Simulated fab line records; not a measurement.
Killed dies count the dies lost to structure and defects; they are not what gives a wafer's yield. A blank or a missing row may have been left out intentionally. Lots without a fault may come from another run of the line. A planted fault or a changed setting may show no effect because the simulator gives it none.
Check for tools in common :: flow berkeley-cmos170 :: 45 wafers sampled across 15 lots

REASON FOR OPENING
At UCB170_PWELL_TW_MEAS_17 the reading PWELL_TW is flagged on 3 of 15 lots. Fault-free wafers read 382.7, with a standard deviation of 2.8.
Rule: a lot is flagged when every wafer of it that has a number lies more than 4 standard deviations from that mean, or none has a number. The other lots count as sound.

lot: L116
measured: day 3 07:54
on: film-metro-02
PWELL_TW, wafer by wafer: 382.0 383.3 383.1
flag: 

lot: L117
measured: day 3 17:03
on: film-metro-01
PWELL_TW, wafer by wafer: 381.9 383.7 383.0
flag: 

lot: L119
measured: day 3 17:15
on: film-metro-02
PWELL_TW, wafer by wafer: 382.1 381.3 383.2
flag: 

lot: L121
measured: day 4 07:47
on: film-metro-02
PWELL_TW, wafer by wafer: 383.9 385.0 385.5
flag: 

lot: L123
measured: day 4 10:54
on: film-metro-02
PWELL_TW, wafer by wafer: 474.3 475.7 477.0
flag: FLAGGED

lot: L124
measured: day 4 15:03
on: film-metro-02
PWELL_TW, wafer by wafer: 385.3 385.0 385.2
flag: 

lot: L125
measured: day 4 22:09
on: film-metro-01
PWELL_TW, wafer by wafer: 474.4 471.7 471.4
flag: FLAGGED

lot: L129
measured: day 5 17:31
on: film-metro-03
PWELL_TW, wafer by wafer: 468.4 466.5 465.9
flag: FLAGGED

lot: L132
measured: day 6 07:32
on: film-metro-02
PWELL_TW, wafer by wafer: 384.0 382.6 381.5
flag: 

lot: L131
measured: day 6 07:47
on: film-metro-01
PWELL_TW, wafer by wafer: 382.6 384.1 385.2
flag: 

lot: L133
measured: day 6 14:15
on: film-metro-02
PWELL_TW, wafer by wafer: 384.0 383.8 383.6
flag: 

lot: L136
measured: day 7 05:35
on: film-metro-01
PWELL_TW, wafer by wafer: 380.0 380.9 380.6
flag: 

lot: L135
measured: day 7 05:44
on: film-metro-03
PWELL_TW, wafer by wafer: 378.9 379.5 380.8
flag: 

lot: L137
measured: day 7 15:02
on: film-metro-02
PWELL_TW, wafer by wafer: 386.7 387.4 387.1
flag: 

lot: L138
measured: day 7 21:38
on: film-metro-02
PWELL_TW, wafer by wafer: 388.5 385.5 384.4
flag: 
The mean of the flagged lots' numbers is 471.7, +89.0 from the usual (+32 standard deviations).

EACH LOT AND THE TOOL IT RAN ON
The record keeps 1 process step preceding the reading, out of 331 steps on the route. Read each cell as the tool, then ch plus the chambers that the sampled wafers visited, then the start.
lot: L116
flag: 
UCB170_PWELL_IMPLANT_15: implanter-01 ch 0, day 3 07:40

lot: L117
flag: 
UCB170_PWELL_IMPLANT_15: implanter-01 ch 0, day 3 16:47

lot: L119
flag: 
UCB170_PWELL_IMPLANT_15: implanter-01 ch 0, day 3 17:00

lot: L121
flag: 
UCB170_PWELL_IMPLANT_15: implanter-04 ch 0, day 4 07:32

lot: L123
flag: FLAGGED
UCB170_PWELL_IMPLANT_15: implanter-02 ch 0, day 4 10:22

lot: L124
flag: 
UCB170_PWELL_IMPLANT_15: implanter-02 ch 0, day 4 14:48

lot: L125
flag: FLAGGED
UCB170_PWELL_IMPLANT_15: implanter-02 ch 0, day 4 21:38

lot: L129
flag: FLAGGED
UCB170_PWELL_IMPLANT_15: implanter-02 ch 0, day 5 16:56

lot: L132
flag: 
UCB170_PWELL_IMPLANT_15: implanter-02 ch 0, day 6 07:17

lot: L131
flag: 
UCB170_PWELL_IMPLANT_15: implanter-04 ch 0, day 6 07:33

lot: L133
flag: 
UCB170_PWELL_IMPLANT_15: implanter-04 ch 0, day 6 14:01

lot: L136
flag: 
UCB170_PWELL_IMPLANT_15: implanter-01 ch 0, day 7 05:16

lot: L135
flag: 
UCB170_PWELL_IMPLANT_15: implanter-04 ch 0, day 7 05:30

lot: L137
flag: 
UCB170_PWELL_IMPLANT_15: implanter-04 ch 0, day 7 14:47

lot: L138
flag: 
UCB170_PWELL_IMPLANT_15: implanter-04 ch 0, day 7 21:23
What the steps here do:
- UCB170_PWELL_IMPLANT_15
- UCB170_PWELL_TW_MEAS_17

FLAGGED OVER TOTAL, TOOL BY TOOL (the gauges that took the reading come last)
step: UCB170_PWELL_IMPLANT_15
tool: implanter-01
lots run: 4
flagged: 0
share of the flagged lots: none
sound lots run after its first flagged lot: -

step: UCB170_PWELL_IMPLANT_15
tool: implanter-02
lots run: 5
flagged: 3
share of the flagged lots: all
sound lots run after its first flagged lot: 2 (L124,L132)

step: UCB170_PWELL_IMPLANT_15
tool: implanter-04
lots run: 6
flagged: 0
share of the flagged lots: none
sound lots run after its first flagged lot: -

step: UCB170_PWELL_TW_MEAS_17
tool: film-metro-01
lots run: 4
flagged: 1
share of the flagged lots: some
sound lots run after its first flagged lot: 2 (L131,L136)

step: UCB170_PWELL_TW_MEAS_17
tool: film-metro-02
lots run: 9
flagged: 1
share of the flagged lots: some
sound lots run after its first flagged lot: 5 (L124,L132,L133,L137,L138)

step: UCB170_PWELL_TW_MEAS_17
tool: film-metro-03
lots run: 2
flagged: 1
share of the flagged lots: some
sound lots run after its first flagged lot: 1 (L135)

THE TABLE: WHAT IT ALLOWS
1 row of the table ran every flagged lot: implanter-02 at UCB170_PWELL_IMPLANT_15.
- implanter-02 at UCB170_PWELL_IMPLANT_15 ran 5 lots, 3 of them flagged. Sound lots followed the first flagged one (L124, L132) on it, something a lasting fault affecting the whole tool could not allow.
Not one row of the table ran every flagged lot while running no sound lot after the first.

WHAT THE SIMULATOR HAD PUT IN
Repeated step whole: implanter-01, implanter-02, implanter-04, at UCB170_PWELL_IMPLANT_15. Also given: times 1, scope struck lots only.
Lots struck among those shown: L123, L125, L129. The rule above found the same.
